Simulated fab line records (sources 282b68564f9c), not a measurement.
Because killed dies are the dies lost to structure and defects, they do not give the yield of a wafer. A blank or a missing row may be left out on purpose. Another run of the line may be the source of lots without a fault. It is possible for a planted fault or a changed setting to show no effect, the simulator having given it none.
fab line records | flow rit-cmos
record lots=15 | wafers=45 | last-day=8
route steps=202 shown PRETRO@68
lots untouched by any fault: they come from a run of this same line in which no faults occurred
start-h: the number of hours between the record's first day and the start of the first shown wafer of the lot | wait-h: hours elapsed since this lot's preceding step | " as in the row above | L1.1+2: several wafers, shown together as one row | - no value present, or no start provided | * or withheld: withheld | < > ~ a bound
route shown NAME@n: NAME is a module with steps in the file, n the number in the route of the first one | usual: mean/standard deviation of fault-free wafers | same: alike in all rows | chamber/n: place in a boat | sites: each site's reading | _std_site: their standard deviation | _edge_site: outer sites' mean less inner sites' | radius-mm: how far each site lies from the wafer's centre | mask NAME#n: copy n | behind: the tool/chamber that last shaped the wafer | hold: why the lot was held/for how many hours/how that ended | device: which transistor (n, p or np) failed to switch | end of line: the tests these same wafers got at the end of their route | a step given without rows: its recipe and nothing more | killed: not the wafer's yield, but the dies lost to structure and defects at the first sort | map: the dies of a wafer, with x for killed, . for not killed, _ for no die there
set.NAME: the setting that was run; set.NAME@STEP: the one run at that earlier step | model.NAME: the simulator's own value behind a step, which no gauge read
one table for each step of the route and one row for each wafer, over a sample of lots
## steps
# step RIT_PRETRO_PEB_04
# recipe resist=NOVOLAK | temp-c=withheld | time-s=withheld
# usual chill-plate-temp-C=* | exhaust-pa=45.1/0.97
lot.wafer | tool           | chamber | start-h | wait-h | chill-plate-temp-C | exhaust-pa
L263.4    | litho-track-03 | 0       | 34.73   | 0.1    | *                  | 44.8
L263.5    | "              | 0       | "       | "      | *                  | 44.8
L263.6    | "              | 0       | "       | "      | *                  | 44.2
L264.2    | litho-track-04 | 0       | 37.71   | 0.1    | *                  | 44.5
L264.4    | "              | 0       | "       | "      | *                  | 43.7
L264.6    | "              | 0       | "       | "      | *                  | 44.3
L268.3    | litho-track-01 | 0       | 55.46   | 0.1    | *                  | 45.6
L268.5    | "              | 0       | "       | "      | *                  | 45.5
L268.6    | "              | 0       | "       | "      | *                  | 45.8
L270.2    | litho-track-03 | 0       | 67.44   | 0.1    | *                  | 45.9
L270.5    | "              | 0       | "       | "      | *                  | 45.0
L270.6    | "              | 0       | "       | "      | *                  | 44.8
L271.1    | litho-track-03 | 0       | 72.59   | 0.1    | *                  | 45.8
L271.5    | "              | 0       | "       | "      | *                  | 47.4
L271.6    | "              | 0       | "       | "      | *                  | 45.7
L273.2    | litho-track-03 | 0       | 81.08   | 0.1    | *                  | 45.9
L273.3    | "              | 0       | "       | "      | *                  | 45.9
L273.5    | "              | 0       | "       | "      | *                  | 45.4
L274.2    | litho-track-04 | 0       | 87.82   | 0.3    | *                  | 46.4
L274.5    | "              | 0       | "       | "      | *                  | 45.3
L274.6    | "              | 0       | "       | "      | *                  | 45.7
L276.4    | litho-track-01 | -       | 96.73   | 0.1    | -                  | -
L276.5    | "              | -       | "       | "      | -                  | -
L276.6    | "              | -       | "       | "      | -                  | -
L277.3    | litho-track-03 | -       | 101.02  | 0.1    | -                  | -
L277.5    | "              | -       | "       | "      | -                  | -
L277.6    | "              | -       | "       | "      | -                  | -
L278.1    | litho-track-01 | -       | 107.38  | 0.1    | -                  | -
L278.2    | "              | -       | "       | "      | -                  | -
L278.5    | "              | -       | "       | "      | -                  | -
L282.2    | litho-track-04 | 0       | 127.35  | 0.1    | *                  | 44.7
L282.3    | "              | 0       | "       | "      | *                  | 44.2
L282.4    | "              | 0       | "       | "      | *                  | 45.4
L283.2    | litho-track-01 | 0       | 133.43  | 0.1    | *                  | 44.2
L283.3    | "              | 0       | "       | "      | *                  | 44.5
L283.4    | "              | 0       | "       | "      | *                  | 44.3
L284.1    | litho-track-01 | 0       | 146.68  | 0.1    | *                  | 46.0
L284.3    | "              | 0       | "       | "      | *                  | 44.9
L284.6    | "              | 0       | "       | "      | *                  | 44.2
L285.1    | litho-track-03 | 0       | 147.05  | 0.1    | *                  | 44.9
L285.4    | "              | 0       | "       | "      | *                  | 45.0
L285.5    | "              | 0       | "       | "      | *                  | 45.9
L286.2    | litho-track-01 | 0       | 164.79  | 0.1    | *                  | 45.4
L286.3    | "              | 0       | "       | "      | *                  | 44.7
L286.4    | "              | 0       | "       | "      | *                  | 45.6
## key
first-sign step=RIT_PRETRO_PEB_04 | reading=tool-record | direction=missing
effect none on later readings
met-at RIT_PRETRO_PEB_04
struck-lots L276,L277,L278
sort-left-out L276.4,L276.5,L276.6,L277.3,L277.5,L277.6,L278.1,L278.2,L278.5
tester-left-out L276,L277,L278
onset-between 81.08 96.73
fault kind=skipped-step-whole | tool=litho-track-01,litho-track-03 | chamber=- | onset-h=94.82 | steps=RIT_PRETRO_PEB_04 | scope=struck-lots-only
# tester-left-out: of these lots the tester's yield and bins aren't shown, on N5 and GAA mostly nor the transistor test; their killed dies are dies lost to structure and defects alone, not to doping, threshold or leakage, so they don't give the yield
# sort-left-out: the simulated sort isn't trusted on such a fault, so these wafers' sort isn't shown, and their yield isn't known
